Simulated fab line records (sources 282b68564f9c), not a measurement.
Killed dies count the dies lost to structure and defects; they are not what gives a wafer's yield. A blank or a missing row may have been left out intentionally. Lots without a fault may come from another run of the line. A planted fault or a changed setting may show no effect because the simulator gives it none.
fab line records || flow ritCmos
[record] {"lots": 7, "wafers": 21, "lastDay": 6}
route steps=202 shown ACTIVE@1 M1@202
lots untouched by any fault: they come from a run of this same line in which no faults occurred
startH: hours from the record's opening day to when the first of the lot's shown wafers began || waitH: how many hours have passed since the lot's step before this one || " repeats the value in the row above || L1.1+2: one row covering several wafers at once || - no value, or no start was given || * or withheld: withheld || < > ~ a bound
route shown NAME@n: a module of which the file shows steps, and the number in the route of the first || usual: average and standard deviation across the fault-free wafers || same: alike in all rows || chamber/n: place in a boat || sites: readings site by site || _std_site: their standard deviation || _edge_site: outer sites' mean less inner sites' || radiusMm: for every site, how far away it sits from the centre of the wafer || mask NAME#n: copy n || behind: the tool/chamber that last shaped the wafer || hold: why the lot was held/for how many hours/how that ended || device: the transistor (n, p or np) that didn't switch || end of line: the tests these same wafers got at the end of their route || a step given without rows: its recipe and nothing more || killed: dies lost to structure and defects at the first sort, not the wafer's yield || map: the dies of a wafer, with x for killed, . for not killed, _ for no die there
set.NAME: the setting the step ran with; set.NAME@STEP: the setting that earlier step ran with || model.NAME: the simulator's own value behind a step, which no gauge read
lots seen at some steps along the route; tables by step, rows by wafer
services: from which hour (startH, from the record's first day; less than 0 if before it) a tool's chamber was out of use, for how many hours, and why
[[steps]]
[step RIT_ACTIVE_BOW_MEAS_00]
[recipe] {"mode": "bow"}
[usual] {"INCOMING_BOW": "0/6.7"}
{"lot.wafer": "L754.2", "tool": "filmMetro-03", "chamber": "-", "startH": 10.02, "waitH": "-", "INCOMING_BOW[um]": 9}
{"lot.wafer": "L754.5", "tool": "filmMetro-03", "chamber": "-", "startH": 10.02, "waitH": "-", "INCOMING_BOW[um]": -11}
{"lot.wafer": "L754.6", "tool": "filmMetro-03", "chamber": "-", "startH": 10.02, "waitH": "-", "INCOMING_BOW[um]": 3}
{"lot.wafer": "L756.1", "tool": "filmMetro-01", "chamber": "-", "startH": 20.00, "waitH": "-", "INCOMING_BOW[um]": -4}
{"lot.wafer": "L756.4", "tool": "filmMetro-01", "chamber": "-", "startH": 20.00, "waitH": "-", "INCOMING_BOW[um]": 2}
{"lot.wafer": "L756.5", "tool": "filmMetro-01", "chamber": "-", "startH": 20.00, "waitH": "-", "INCOMING_BOW[um]": 1}
{"lot.wafer": "L761.1", "tool": "filmMetro-03", "chamber": "-", "startH": 45.00, "waitH": "-", "INCOMING_BOW[um]": -13}
{"lot.wafer": "L761.3", "tool": "filmMetro-03", "chamber": "-", "startH": 45.00, "waitH": "-", "INCOMING_BOW[um]": -2}
{"lot.wafer": "L761.4", "tool": "filmMetro-03", "chamber": "-", "startH": 45.00, "waitH": "-", "INCOMING_BOW[um]": -11}
{"lot.wafer": "L762.2", "tool": "filmMetro-04", "chamber": "-", "startH": 50.02, "waitH": "-", "INCOMING_BOW[um]": -21}
{"lot.wafer": "L762.5", "tool": "filmMetro-04", "chamber": "-", "startH": 50.02, "waitH": "-", "INCOMING_BOW[um]": -12}
{"lot.wafer": "L762.6", "tool": "filmMetro-04", "chamber": "-", "startH": 50.02, "waitH": "-", "INCOMING_BOW[um]": -9}
{"lot.wafer": "L765.1", "tool": "filmMetro-01", "chamber": "-", "startH": 65.00, "waitH": "-", "INCOMING_BOW[um]": 3}
{"lot.wafer": "L765.4", "tool": "filmMetro-01", "chamber": "-", "startH": 65.00, "waitH": "-", "INCOMING_BOW[um]": -8}
{"lot.wafer": "L765.5", "tool": "filmMetro-01", "chamber": "-", "startH": 65.00, "waitH": "-", "INCOMING_BOW[um]": 9}
{"lot.wafer": "L770.2", "tool": "filmMetro-04", "chamber": "-", "startH": 90.02, "waitH": "-", "INCOMING_BOW[um]": -5}
{"lot.wafer": "L770.4", "tool": "filmMetro-04", "chamber": "-", "startH": 90.02, "waitH": "-", "INCOMING_BOW[um]": -6}
{"lot.wafer": "L770.5", "tool": "filmMetro-04", "chamber": "-", "startH": 90.02, "waitH": "-", "INCOMING_BOW[um]": 3}
{"lot.wafer": "L771.1", "tool": "filmMetro-03", "chamber": "-", "startH": 95.00, "waitH": "-", "INCOMING_BOW[um]": -11}
{"lot.wafer": "L771.3", "tool": "filmMetro-03", "chamber": "-", "startH": 95.00, "waitH": "-", "INCOMING_BOW[um]": -4}
{"lot.wafer": "L771.6", "tool": "filmMetro-03", "chamber": "-", "startH": 95.00, "waitH": "-", "INCOMING_BOW[um]": -5}
[step RIT_ACTIVE_OXIDATION_01]
[recipe] {"tempC": 1000, "ambient": "O2", "targetThkA": 468, "oxTimeS": 3360}
[step RIT_ACTIVE_THK_MEAS_02]
[recipe] {"reads": "SiO2_of_ACTIVE_OXIDATION_01"}
[usual] {"ACTIVE_OXIDE_THK": "46.7/0.8"}
{"lot.wafer": "L754.2", "tool": "filmMetro-03", "chamber": "-", "startH": 12.41, "waitH": 0.0, "ACTIVE_OXIDE_THK[nm]": 46.8}
{"lot.wafer": "L754.5", "tool": "filmMetro-03", "chamber": "-", "startH": 12.41, "waitH": 0.0, "ACTIVE_OXIDE_THK[nm]": 48.1}
{"lot.wafer": "L754.6", "tool": "filmMetro-03", "chamber": "-", "startH": 12.41, "waitH": 0.0, "ACTIVE_OXIDE_THK[nm]": 47.1}
{"lot.wafer": "L756.1", "tool": "filmMetro-04", "chamber": "-", "startH": 22.18, "waitH": 0.0, "ACTIVE_OXIDE_THK[nm]": 46.3}
{"lot.wafer": "L756.4", "tool": "filmMetro-04", "chamber": "-", "startH": 22.18, "waitH": 0.0, "ACTIVE_OXIDE_THK[nm]": 45.7}
{"lot.wafer": "L756.5", "tool": "filmMetro-04", "chamber": "-", "startH": 22.18, "waitH": 0.0, "ACTIVE_OXIDE_THK[nm]": 45.5}
{"lot.wafer": "L761.1", "tool": "filmMetro-01", "chamber": "-", "startH": 47.37, "waitH": 0.0, "ACTIVE_OXIDE_THK[nm]": 45.9}
{"lot.wafer": "L761.3", "tool": "filmMetro-01", "chamber": "-", "startH": 47.37, "waitH": 0.0, "ACTIVE_OXIDE_THK[nm]": 45.9}
{"lot.wafer": "L761.4", "tool": "filmMetro-01", "chamber": "-", "startH": 47.37, "waitH": 0.0, "ACTIVE_OXIDE_THK[nm]": 45.7}
{"lot.wafer": "L762.2", "tool": "filmMetro-03", "chamber": "-", "startH": 52.06, "waitH": 0.0, "ACTIVE_OXIDE_THK[nm]": 45.8}
{"lot.wafer": "L762.5", "tool": "filmMetro-03", "chamber": "-", "startH": 52.06, "waitH": 0.0, "ACTIVE_OXIDE_THK[nm]": 45.8}
{"lot.wafer": "L762.6", "tool": "filmMetro-03", "chamber": "-", "startH": 52.06, "waitH": 0.0, "ACTIVE_OXIDE_THK[nm]": 45.6}
{"lot.wafer": "L765.1", "tool": "filmMetro-01", "chamber": "-", "startH": 68.37, "waitH": 0.0, "ACTIVE_OXIDE_THK[nm]": 45.8}
{"lot.wafer": "L765.4", "tool": "filmMetro-01", "chamber": "-", "startH": 68.37, "waitH": 0.0, "ACTIVE_OXIDE_THK[nm]": 45.4}
{"lot.wafer": "L765.5", "tool": "filmMetro-01", "chamber": "-", "startH": 68.37, "waitH": 0.0, "ACTIVE_OXIDE_THK[nm]": 44.8}
{"lot.wafer": "L770.2", "tool": "filmMetro-03", "chamber": "-", "startH": 92.74, "waitH": 0.0, "ACTIVE_OXIDE_THK[nm]": 46.9}
{"lot.wafer": "L770.4", "tool": "filmMetro-03", "chamber": "-", "startH": 92.74, "waitH": 0.0, "ACTIVE_OXIDE_THK[nm]": 46.6}
{"lot.wafer": "L770.5", "tool": "filmMetro-03", "chamber": "-", "startH": 92.74, "waitH": 0.0, "ACTIVE_OXIDE_THK[nm]": 47.0}
{"lot.wafer": "L771.1", "tool": "filmMetro-03", "chamber": "-", "startH": 99.16, "waitH": 0.0, "ACTIVE_OXIDE_THK[nm]": 47.1}
{"lot.wafer": "L771.3", "tool": "filmMetro-03", "chamber": "-", "startH": 99.16, "waitH": 0.0, "ACTIVE_OXIDE_THK[nm]": 46.7}
{"lot.wafer": "L771.6", "tool": "filmMetro-03", "chamber": "-", "startH": 99.16, "waitH": 0.0, "ACTIVE_OXIDE_THK[nm]": 46.8}
[step RIT_ACTIVE_CVD_03]
[recipe] {"material": "Si3N4", "targetThkNm": 150, "tempC": 810, "precursor": "SiH2Cl2/NH3", "timeS": 1500, "pressureMtorr": 300, "sih2cl2FlowSccm": 60, "nh3FlowSccm": 150}
[usual] {"zonePowerCentrePct": "38.9/2.5", "zonePowerSourcePct": "19.8/1.7"}
{"lot.wafer": "L754.2", "tool": "lpcvd-02", "chamber": 1, "startH": 12.46, "waitH": 0.0, "zonePowerCentrePct": 37.5, "zonePowerSourcePct": 21.0}
{"lot.wafer": "L754.5", "tool": "lpcvd-02", "chamber": 1, "startH": 12.46, "waitH": 0.0, "zonePowerCentrePct": 37.4, "zonePowerSourcePct": 20.5}
{"lot.wafer": "L754.6", "tool": "lpcvd-02", "chamber": 1, "startH": 12.46, "waitH": 0.0, "zonePowerCentrePct": 37.7, "zonePowerSourcePct": 21.0}
{"lot.wafer": "L756.1", "tool": "lpcvd-02", "chamber": 1, "startH": 22.24, "waitH": 0.1, "zonePowerCentrePct": 36.9, "zonePowerSourcePct": 20.4}
{"lot.wafer": "L756.4", "tool": "lpcvd-02", "chamber": 1, "startH": 22.24, "waitH": 0.1, "zonePowerCentrePct": 37.4, "zonePowerSourcePct": 20.4}
{"lot.wafer": "L756.5", "tool": "lpcvd-02", "chamber": 1, "startH": 22.24, "waitH": 0.1, "zonePowerCentrePct": 37.2, "zonePowerSourcePct": 21.0}
{"lot.wafer": "L761.1", "tool": "lpcvd-01", "chamber": 1, "startH": 47.43, "waitH": 0.1, "zonePowerCentrePct": 39.1, "zonePowerSourcePct": 17.8}
{"lot.wafer": "L761.3", "tool": "lpcvd-01", "chamber": 1, "startH": 47.43, "waitH": 0.1, "zonePowerCentrePct": 38.9, "zonePowerSourcePct": 17.7}
{"lot.wafer": "L761.4", "tool": "lpcvd-01", "chamber": 1, "startH": 47.43, "waitH": 0.1, "zonePowerCentrePct": 40.1, "zonePowerSourcePct": 17.7}
{"lot.wafer": "L761.1", "tool": "lpcvd-01", "chamber": 1, "startH": 49.72, "waitH": 0.2, "zonePowerCentrePct": 39.5, "zonePowerSourcePct": 17.8}
{"lot.wafer": "L761.3", "tool": "lpcvd-01", "chamber": 1, "startH": 49.72, "waitH": 0.2, "zonePowerCentrePct": 38.5, "zonePowerSourcePct": 17.8}
{"lot.wafer": "L761.4", "tool": "lpcvd-01", "chamber": 1, "startH": 49.72, "waitH": 0.2, "zonePowerCentrePct": 39.1, "zonePowerSourcePct": 17.9}
{"lot.wafer": "L762.2", "tool": "lpcvd-02", "chamber": 0, "startH": 52.11, "waitH": 0.0, "zonePowerCentrePct": 35.8, "zonePowerSourcePct": 22.7}
{"lot.wafer": "L762.5", "tool": "lpcvd-02", "chamber": 0, "startH": 52.11, "waitH": 0.0, "zonePowerCentrePct": 35.6, "zonePowerSourcePct": 22.6}
{"lot.wafer": "L762.6", "tool": "lpcvd-02", "chamber": 0, "startH": 52.11, "waitH": 0.0, "zonePowerCentrePct": 35.8, "zonePowerSourcePct": 22.7}
{"lot.wafer": "L765.1", "tool": "lpcvd-01", "chamber": 1, "startH": 68.43, "waitH": 0.1, "zonePowerCentrePct": 39.3, "zonePowerSourcePct": 17.9}
{"lot.wafer": "L765.4", "tool": "lpcvd-01", "chamber": 1, "startH": 68.43, "waitH": 0.1, "zonePowerCentrePct": 39.2, "zonePowerSourcePct": 17.8}
{"lot.wafer": "L765.5", "tool": "lpcvd-01", "chamber": 1, "startH": 68.43, "waitH": 0.1, "zonePowerCentrePct": 39.6, "zonePowerSourcePct": 17.6}
{"lot.wafer": "L765.1", "tool": "lpcvd-01", "chamber": 1, "startH": 70.02, "waitH": 0.2, "zonePowerCentrePct": 39.2, "zonePowerSourcePct": 17.7}
{"lot.wafer": "L765.4", "tool": "lpcvd-01", "chamber": 1, "startH": 70.02, "waitH": 0.2, "zonePowerCentrePct": 39.3, "zonePowerSourcePct": 17.8}
{"lot.wafer": "L765.5", "tool": "lpcvd-01", "chamber": 1, "startH": 70.02, "waitH": 0.2, "zonePowerCentrePct": 39.0, "zonePowerSourcePct": 17.8}
{"lot.wafer": "L770.2", "tool": "lpcvd-02", "chamber": 1, "startH": 92.79, "waitH": 0.0, "zonePowerCentrePct": 37.0, "zonePowerSourcePct": 20.9}
{"lot.wafer": "L770.4", "tool": "lpcvd-02", "chamber": 1, "startH": 92.79, "waitH": 0.0, "zonePowerCentrePct": 37.3, "zonePowerSourcePct": 20.9}
{"lot.wafer": "L770.5", "tool": "lpcvd-02", "chamber": 1, "startH": 92.79, "waitH": 0.0, "zonePowerCentrePct": 37.5, "zonePowerSourcePct": 20.7}
{"lot.wafer": "L770.2", "tool": "lpcvd-02", "chamber": 1, "startH": 95.09, "waitH": 0.2, "zonePowerCentrePct": 36.9, "zonePowerSourcePct": 20.9}
{"lot.wafer": "L770.4", "tool": "lpcvd-02", "chamber": 1, "startH": 95.09, "waitH": 0.2, "zonePowerCentrePct": 37.1, "zonePowerSourcePct": 21.1}
{"lot.wafer": "L770.5", "tool": "lpcvd-02", "chamber": 1, "startH": 95.09, "waitH": 0.2, "zonePowerCentrePct": 37.9, "zonePowerSourcePct": 20.8}
{"lot.wafer": "L771.1", "tool": "lpcvd-01", "chamber": 1, "startH": 99.22, "waitH": 0.1, "zonePowerCentrePct": 38.7, "zonePowerSourcePct": 17.5}
{"lot.wafer": "L771.3", "tool": "lpcvd-01", "chamber": 1, "startH": 99.22, "waitH": 0.1, "zonePowerCentrePct": 39.5, "zonePowerSourcePct": 17.6}
{"lot.wafer": "L771.6", "tool": "lpcvd-01", "chamber": 1, "startH": 99.22, "waitH": 0.1, "zonePowerCentrePct": 38.9, "zonePowerSourcePct": 17.5}
[step RIT_ACTIVE_THK_MEAS_04]
[recipe] {"reads": "Si3N4_of_ACTIVE_CVD_03"}
[usual] {"ACTIVE_NITRIDE_THK": "150.8/1.3"}
{"lot.wafer": "L754.2", "tool": "filmMetro-04", "chamber": "-", "startH": 13.88, "waitH": 0.0, "ACTIVE_NITRIDE_THK[nm]": 150.6}
{"lot.wafer": "L754.5", "tool": "filmMetro-04", "chamber": "-", "startH": 13.88, "waitH": 0.0, "ACTIVE_NITRIDE_THK[nm]": 152.2}
{"lot.wafer": "L754.6", "tool": "filmMetro-04", "chamber": "-", "startH": 13.88, "waitH": 0.0, "ACTIVE_NITRIDE_THK[nm]": 151.3}
{"lot.wafer": "L756.1", "tool": "filmMetro-01", "chamber": "-", "startH": 23.66, "waitH": 0.0, "ACTIVE_NITRIDE_THK[nm]": 149.6}
{"lot.wafer": "L756.4", "tool": "filmMetro-01", "chamber": "-", "startH": 23.66, "waitH": 0.0, "ACTIVE_NITRIDE_THK[nm]": 149.6}
{"lot.wafer": "L756.5", "tool": "filmMetro-01", "chamber": "-", "startH": 23.66, "waitH": 0.0, "ACTIVE_NITRIDE_THK[nm]": 150.6}
{"lot.wafer": "L761.1", "tool": "filmMetro-04", "chamber": "-", "startH": 51.85, "waitH": 0.0, "ACTIVE_NITRIDE_THK[nm]": 300.5}
{"lot.wafer": "L761.3", "tool": "filmMetro-04", "chamber": "-", "startH": 51.85, "waitH": 0.0, "ACTIVE_NITRIDE_THK[nm]": 301.1}
{"lot.wafer": "L761.4", "tool": "filmMetro-04", "chamber": "-", "startH": 51.85, "waitH": 0.0, "ACTIVE_NITRIDE_THK[nm]": 299.6}
{"lot.wafer": "L761.1", "tool": "filmMetro-04", "chamber": "-", "startH": 52.07, "waitH": 0.2, "ACTIVE_NITRIDE_THK[nm]": 300.5}
{"lot.wafer": "L761.3", "tool": "filmMetro-04", "chamber": "-", "startH": 52.07, "waitH": 0.2, "ACTIVE_NITRIDE_THK[nm]": 301.1}
{"lot.wafer": "L761.4", "tool": "filmMetro-04", "chamber": "-", "startH": 52.07, "waitH": 0.2, "ACTIVE_NITRIDE_THK[nm]": 299.3}
{"lot.wafer": "L762.2", "tool": "filmMetro-01", "chamber": "-", "startH": 53.54, "waitH": 0.0, "ACTIVE_NITRIDE_THK[nm]": 150.3}
{"lot.wafer": "L762.5", "tool": "filmMetro-01", "chamber": "-", "startH": 53.54, "waitH": 0.0, "ACTIVE_NITRIDE_THK[nm]": 150.2}
{"lot.wafer": "L762.6", "tool": "filmMetro-01", "chamber": "-", "startH": 53.54, "waitH": 0.0, "ACTIVE_NITRIDE_THK[nm]": 149.6}
{"lot.wafer": "L765.1", "tool": "filmMetro-03", "chamber": "-", "startH": 72.08, "waitH": 0.6, "ACTIVE_NITRIDE_THK[nm]": 304.6}
{"lot.wafer": "L765.4", "tool": "filmMetro-03", "chamber": "-", "startH": 72.08, "waitH": 0.6, "ACTIVE_NITRIDE_THK[nm]": 302.5}
{"lot.wafer": "L765.5", "tool": "filmMetro-03", "chamber": "-", "startH": 72.08, "waitH": 0.6, "ACTIVE_NITRIDE_THK[nm]": 300.4}
{"lot.wafer": "L765.1", "tool": "filmMetro-03", "chamber": "-", "startH": 72.30, "waitH": 0.2, "ACTIVE_NITRIDE_THK[nm]": 304.6}
{"lot.wafer": "L765.4", "tool": "filmMetro-03", "chamber": "-", "startH": 72.30, "waitH": 0.2, "ACTIVE_NITRIDE_THK[nm]": 302.4}
{"lot.wafer": "L765.5", "tool": "filmMetro-03", "chamber": "-", "startH": 72.30, "waitH": 0.2, "ACTIVE_NITRIDE_THK[nm]": 300.6}
{"lot.wafer": "L770.2", "tool": "filmMetro-04", "chamber": "-", "startH": 97.22, "waitH": 0.0, "ACTIVE_NITRIDE_THK[nm]": 303.2}
{"lot.wafer": "L770.4", "tool": "filmMetro-04", "chamber": "-", "startH": 97.22, "waitH": 0.0, "ACTIVE_NITRIDE_THK[nm]": 302.8}
{"lot.wafer": "L770.5", "tool": "filmMetro-04", "chamber": "-", "startH": 97.22, "waitH": 0.0, "ACTIVE_NITRIDE_THK[nm]": 301.8}
{"lot.wafer": "L770.2", "tool": "filmMetro-04", "chamber": "-", "startH": 97.45, "waitH": 0.2, "ACTIVE_NITRIDE_THK[nm]": 302.9}
{"lot.wafer": "L770.4", "tool": "filmMetro-04", "chamber": "-", "startH": 97.45, "waitH": 0.2, "ACTIVE_NITRIDE_THK[nm]": 302.9}
{"lot.wafer": "L770.5", "tool": "filmMetro-04", "chamber": "-", "startH": 97.45, "waitH": 0.2, "ACTIVE_NITRIDE_THK[nm]": 301.8}
{"lot.wafer": "L771.1", "tool": "filmMetro-01", "chamber": "-", "startH": 100.64, "waitH": 0.0, "ACTIVE_NITRIDE_THK[nm]": 151.1}
{"lot.wafer": "L771.3", "tool": "filmMetro-01", "chamber": "-", "startH": 100.64, "waitH": 0.0, "ACTIVE_NITRIDE_THK[nm]": 152.6}
{"lot.wafer": "L771.6", "tool": "filmMetro-01", "chamber": "-", "startH": 100.64, "waitH": 0.0, "ACTIVE_NITRIDE_THK[nm]": 150.8}
[step RIT_M1_PROBE_99]
[usual] {"defectLimitedYield": "97.2/1.2", "killedAtContacts": "0.1/0.27", "killedAtFrontEnd": "7/3.1", "killedDies": "7/3.2", "killedOpen": "3.8/2.1", "killedShort": "3.6/2", "sort_bin_3_pad_short": "0.1/0.22", "sort_bin_5_function": "1.7/0.8", "sort_bin_6_memory": "1.0/0.64", "sortNPass": "257/3.2", "sortYieldPct": "97.2/1.2"}
[same] {"grossDies": 264, "killed_at_M0_to_M3": 0, "killed_at_M4_up": 0, "killedAtBackSide": 0, "killedAtOther": 0}
{"lot.wafer": "L754.2", "tool": "prober-01", "chamber": "-", "startH": 61.47, "waitH": 0.1, "defectLimitedYield[%]": 97.7, "killedAtContacts": 0, "killedAtFrontEnd": 6, "killedDies": 6, "killedOpen": 3, "killedShort": 3, "sort_bin_3_pad_short[%]": 0, "sort_bin_5_function[%]": 1.1, "sort_bin_6_memory[%]": 1.1, "sortNPass": 258, "sortYieldPct[%]": 97.7}
{"lot.wafer": "L754.5", "tool": "prober-01", "chamber": "-", "startH": 61.62, "waitH": 0.2, "defectLimitedYield[%]": 95.8, "killedAtContacts": 1, "killedAtFrontEnd": 10, "killedDies": 11, "killedOpen": 6, "killedShort": 5, "sort_bin_3_pad_short[%]": 0.4, "sort_bin_5_function[%]": 3.0, "sort_bin_6_memory[%]": 0.8, "sortNPass": 253, "sortYieldPct[%]": 95.8}
{"lot.wafer": "L754.6", "tool": "prober-01", "chamber": "-", "startH": 61.67, "waitH": 0.2, "defectLimitedYield[%]": 97.3, "killedAtContacts": 0, "killedAtFrontEnd": 7, "killedDies": 7, "killedOpen": 4, "killedShort": 3, "sort_bin_3_pad_short[%]": 0.4, "sort_bin_5_function[%]": 1.5, "sort_bin_6_memory[%]": 0.8, "sortNPass": 257, "sortYieldPct[%]": 97.3}
{"lot.wafer": "L756.1", "tool": "prober-01", "chamber": "-", "startH": 71.35, "waitH": 0.1, "defectLimitedYield[%]": 98.1, "killedAtContacts": 0, "killedAtFrontEnd": 5, "killedDies": 5, "killedOpen": 3, "killedShort": 2, "sort_bin_3_pad_short[%]": 0, "sort_bin_5_function[%]": 0.8, "sort_bin_6_memory[%]": 1.1, "sortNPass": 259, "sortYieldPct[%]": 98.1}
{"lot.wafer": "L756.4", "tool": "prober-01", "chamber": "-", "startH": 71.50, "waitH": 0.2, "defectLimitedYield[%]": 96.6, "killedAtContacts": 0, "killedAtFrontEnd": 9, "killedDies": 9, "killedOpen": 4, "killedShort": 5, "sort_bin_3_pad_short[%]": 0, "sort_bin_5_function[%]": 3.0, "sort_bin_6_memory[%]": 0.4, "sortNPass": 255, "sortYieldPct[%]": 96.6}
{"lot.wafer": "L756.5", "tool": "prober-01", "chamber": "-", "startH": 71.55, "waitH": 0.2, "defectLimitedYield[%]": 97.7, "killedAtContacts": 0, "killedAtFrontEnd": 6, "killedDies": 6, "killedOpen": 2, "killedShort": 4, "sort_bin_3_pad_short[%]": 0.4, "sort_bin_5_function[%]": 0.4, "sort_bin_6_memory[%]": 1.5, "sortNPass": 258, "sortYieldPct[%]": 97.7}
{"lot.wafer": "L762.2", "tool": "prober-01", "chamber": "-", "startH": 99.66, "waitH": 0.1, "defectLimitedYield[%]": 97.0, "killedAtContacts": 0, "killedAtFrontEnd": 8, "killedDies": 8, "killedOpen": 4, "killedShort": 4, "sort_bin_3_pad_short[%]": 0.4, "sort_bin_5_function[%]": 1.9, "sort_bin_6_memory[%]": 0.8, "sortNPass": 256, "sortYieldPct[%]": 97.0}
{"lot.wafer": "L762.5", "tool": "prober-01", "chamber": "-", "startH": 99.81, "waitH": 0.2, "defectLimitedYield[%]": 97.0, "killedAtContacts": 0, "killedAtFrontEnd": 8, "killedDies": 8, "killedOpen": 2, "killedShort": 6, "sort_bin_3_pad_short[%]": 0.4, "sort_bin_5_function[%]": 2.3, "sort_bin_6_memory[%]": 0.4, "sortNPass": 256, "sortYieldPct[%]": 97.0}
{"lot.wafer": "L762.6", "tool": "prober-01", "chamber": "-", "startH": 99.86, "waitH": 0.2, "defectLimitedYield[%]": 98.9, "killedAtContacts": 0, "killedAtFrontEnd": 3, "killedDies": 3, "killedOpen": 2, "killedShort": 1, "sort_bin_3_pad_short[%]": 0, "sort_bin_5_function[%]": 0.8, "sort_bin_6_memory[%]": 0.4, "sortNPass": 261, "sortYieldPct[%]": 98.9}
{"lot.wafer": "L771.1", "tool": "prober-01", "chamber": "-", "startH": 155.08, "waitH": 0.1, "defectLimitedYield[%]": 96.2, "killedAtContacts": 0, "killedAtFrontEnd": 10, "killedDies": 10, "killedOpen": 4, "killedShort": 6, "sort_bin_3_pad_short[%]": 0, "sort_bin_5_function[%]": 2.3, "sort_bin_6_memory[%]": 1.5, "sortNPass": 254, "sortYieldPct[%]": 96.2}
{"lot.wafer": "L771.3", "tool": "prober-01", "chamber": "-", "startH": 155.18, "waitH": 0.2, "defectLimitedYield[%]": 98.5, "killedAtContacts": 0, "killedAtFrontEnd": 4, "killedDies": 4, "killedOpen": 2, "killedShort": 2, "sort_bin_3_pad_short[%]": 0, "sort_bin_5_function[%]": 1.1, "sort_bin_6_memory[%]": 0.4, "sortNPass": 260, "sortYieldPct[%]": 98.5}
{"lot.wafer": "L771.6", "tool": "prober-01", "chamber": "-", "startH": 155.33, "waitH": 0.2, "defectLimitedYield[%]": 97.0, "killedAtContacts": 0, "killedAtFrontEnd": 8, "killedDies": 8, "killedOpen": 2, "killedShort": 6, "sort_bin_3_pad_short[%]": 0, "sort_bin_5_function[%]": 1.5, "sort_bin_6_memory[%]": 1.5, "sortNPass": 256, "sortYieldPct[%]": 97.0}
// killed by level:class
L754.2 GATE:geometricParticle:short=3 GATE:geometricParticle:open=1 REOX:geometricParticle:open=1 SPACER:geometricParticle:open=1
L754.5 GATE:geometricParticle:open=2 REOX:geometricParticle:open=2 FOX1:geometricParticle:short=1 FOX1:geometricParticle:open=1 FOX2:geometricParticle:short=1 GATE:geometricParticle:short=1 SPACER:geometricParticle:short=1 SILICIDE:geometricParticle:open=1
L754.6 GATE:geometricParticle:open=2 REOX:geometricParticle:short=2 FOX1:geometricParticle:open=1 FOX2:geometricParticle:open=1 SPACER:geometricParticle:short=1
L756.1 GATE:geometricParticle:open=2 FOX2:geometricParticle:short=1 REOX:geometricParticle:short=1 REOX:geometricParticle:open=1
L756.4 GATE:geometricParticle:short=3 FOX1:geometricParticle:open=2 FOX1:geometricParticle:short=1 GATE:geometricParticle:open=1 REOX:geometricParticle:short=1 SILICIDE:geometricParticle:open=1
L756.5 GATE:geometricParticle:short=3 GATE:geometricParticle:open=1 SPACER:geometricParticle:open=1 SILICIDE:geometricParticle:short=1
L762.2 GATE:geometricParticle:short=2 GATE:geometricParticle:open=2 FOX1:geometricParticle:short=1 FOX2:geometricParticle:open=1 SPACER:geometricParticle:short=1 SPACER:geometricParticle:open=1
L762.5 GATE:geometricParticle:short=3 GATE:geometricParticle:open=2 FOX1:geometricParticle:short=1 FOX2:geometricParticle:short=1 SILICIDE:geometricParticle:short=1
L762.6 GATE:geometricParticle:short=1 REOX:geometricParticle:open=1 SPACER:geometricParticle:open=1
L771.1 GATE:geometricParticle:open=3 GATE:geometricParticle:short=2 SILICIDE:geometricParticle:short=2 FOX1:geometricParticle:short=1 REOX:geometricParticle:short=1 SILICIDE:geometricParticle:open=1
L771.3 SILICIDE:geometricParticle:short=2 FOX1:geometricParticle:open=1 SPACER:geometricParticle:open=1
L771.6 REOX:geometricParticle:short=3 GATE:geometricParticle:short=1 GATE:geometricParticle:open=1 REOX:geometricParticle:open=1 SPACER:geometricParticle:short=1 SILICIDE:geometricParticle:short=1
[[services]]
{"tool": "lpcvd-01", "chamber": "-", "startH": -4.12, "hours": 1.0, "kind": "repair"}
{"tool": "lpcvd-01", "chamber": "-", "startH": 67.23, "hours": 0.5, "kind": "repair"}
[[key]]
[firstSign] {"step": "RIT_ACTIVE_CVD_03", "reading": "visit", "direction": "added"}
[effect] {"step": "RIT_ACTIVE_THK_MEAS_04", "reading": "visit", "direction": "added"}
[effect] {"step": "RIT_ACTIVE_THK_MEAS_04", "reading": "ACTIVE_NITRIDE_THK", "direction": "up", "sigmas": "99+", "usual": 150.8, "struck": 301.8}
metAt RIT_ACTIVE_CVD_03
struckWafers L761.1,L761.3,L761.4,L765.1,L765.4,L765.5,L770.2,L770.4,L770.5
scrappedBehind RIT_ACTIVE_THK_MEAS_04 L761.1,L761.3,L761.4,L765.1,L765.4,L765.5,L770.2,L770.4,L770.5
[fault] {"kind": "repeatedStepWhole", "tool": "lpcvd-01,lpcvd-02", "chamber": "-", "onsetH": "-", "steps": "RIT_ACTIVE_CVD_03", "times": 1, "scope": "struckLotsOnly"}
